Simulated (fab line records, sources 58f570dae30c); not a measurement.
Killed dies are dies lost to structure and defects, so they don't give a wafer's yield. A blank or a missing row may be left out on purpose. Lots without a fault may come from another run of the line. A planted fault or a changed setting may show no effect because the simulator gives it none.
A sampling plan put to the test | flow berkeley_cmos170 | one fab line, 9 faults that these records tell of, each judged on the records of the lots that it struck; 2 more are left out, because the records don't allow judging them
The plan is the line's own looks: the steps of the route at which a gauge or an inspection reads the wafer and doesn't change it. A look can be judged if struck wafers have a number there and the file gives its usual mean and standard deviation on fault-free wafers. Caught: at a look after the fault's first step, the mean of the struck wafers lies 4 or more of those standard deviations (sigma) from the usual mean. On the tool: the same test on the tool's own readings at the fault's steps. Another recipe on the struck wafers, or a record that is blank for them alone, also counts as caught.

THE FAULTS, as the simulator had put them in
1. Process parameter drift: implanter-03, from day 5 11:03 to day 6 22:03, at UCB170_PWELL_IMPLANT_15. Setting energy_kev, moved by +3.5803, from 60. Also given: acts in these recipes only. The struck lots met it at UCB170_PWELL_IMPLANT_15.
2. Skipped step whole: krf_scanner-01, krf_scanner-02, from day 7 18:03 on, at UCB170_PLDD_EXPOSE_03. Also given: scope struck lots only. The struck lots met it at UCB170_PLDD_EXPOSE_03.
3. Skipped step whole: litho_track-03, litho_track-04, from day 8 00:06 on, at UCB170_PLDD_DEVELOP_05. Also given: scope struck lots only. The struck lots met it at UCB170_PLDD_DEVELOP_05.
4. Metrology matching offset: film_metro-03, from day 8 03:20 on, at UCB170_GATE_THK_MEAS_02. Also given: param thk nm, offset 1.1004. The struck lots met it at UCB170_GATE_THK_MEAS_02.
5. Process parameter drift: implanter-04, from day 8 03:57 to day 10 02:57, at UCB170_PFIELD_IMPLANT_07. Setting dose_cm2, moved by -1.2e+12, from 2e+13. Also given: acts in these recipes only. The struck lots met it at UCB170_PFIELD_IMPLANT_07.
6. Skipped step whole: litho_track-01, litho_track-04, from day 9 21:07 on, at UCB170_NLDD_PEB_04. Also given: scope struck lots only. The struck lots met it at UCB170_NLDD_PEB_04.
7. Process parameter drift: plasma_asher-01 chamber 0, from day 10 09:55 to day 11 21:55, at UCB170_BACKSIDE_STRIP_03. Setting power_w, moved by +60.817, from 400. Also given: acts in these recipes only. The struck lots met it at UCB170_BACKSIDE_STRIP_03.
8. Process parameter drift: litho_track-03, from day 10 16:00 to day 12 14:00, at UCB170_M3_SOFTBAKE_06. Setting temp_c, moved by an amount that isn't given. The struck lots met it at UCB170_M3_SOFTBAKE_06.
9. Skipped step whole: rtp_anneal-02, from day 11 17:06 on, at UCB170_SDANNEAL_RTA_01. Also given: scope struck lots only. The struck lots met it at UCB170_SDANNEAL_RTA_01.

WHAT THE PLAN SAW
fault | on the tool itself                               | first look that catches it                      | reading, sigma | median hours from its first step to that look | hours from the fault's start to the first struck lot there | judged looks passed uncaught
1     | beam_energy_keV +99 or beyond sigma              | no look after it can be judged                  | -              | -                                             | -                                                          | 0
2     | no reading that can be judged                    | no look after it can be judged                  | -              | -                                             | -                                                          | 0
3     | the tool's record is blank for the struck wafers | not the one look that can be judged after it    | -              | -                                             | -                                                          | 1
4     | GATE_OXIDE_THK +9.5 sigma                        | no look after it can be judged                  | -              | -                                             | -                                                          | 0
5     | dose_ions_cm2 -51 sigma                          | no look after it can be judged                  | -              | -                                             | -                                                          | 0
6     | the tool's record is blank for the struck wafers | no look after it can be judged                  | -              | -                                             | -                                                          | 0
7     | strip_time_to_endpoint_s -34 sigma               | none of the 2 looks that can be judged after it | -              | -                                             | -                                                          | 2
8     | heater_power_total_W +26 sigma                   | not the one look that can be judged after it    | -              | -                                             | -                                                          | 1
9     | the tool's record is blank for the struck wafers | no look after it can be judged                  | -              | -                                             | -                                                          | 0
A dash: the fault isn't caught, or these records don't give the number.

Caught at a look: 0 of 9. Caught on the tool: 8 of 9. By one or the other: 8 of 9.
Caught on the tool alone: faults 1, 3, 4, 5, 6, 7, 8, 9.
Caught by neither: fault 2.
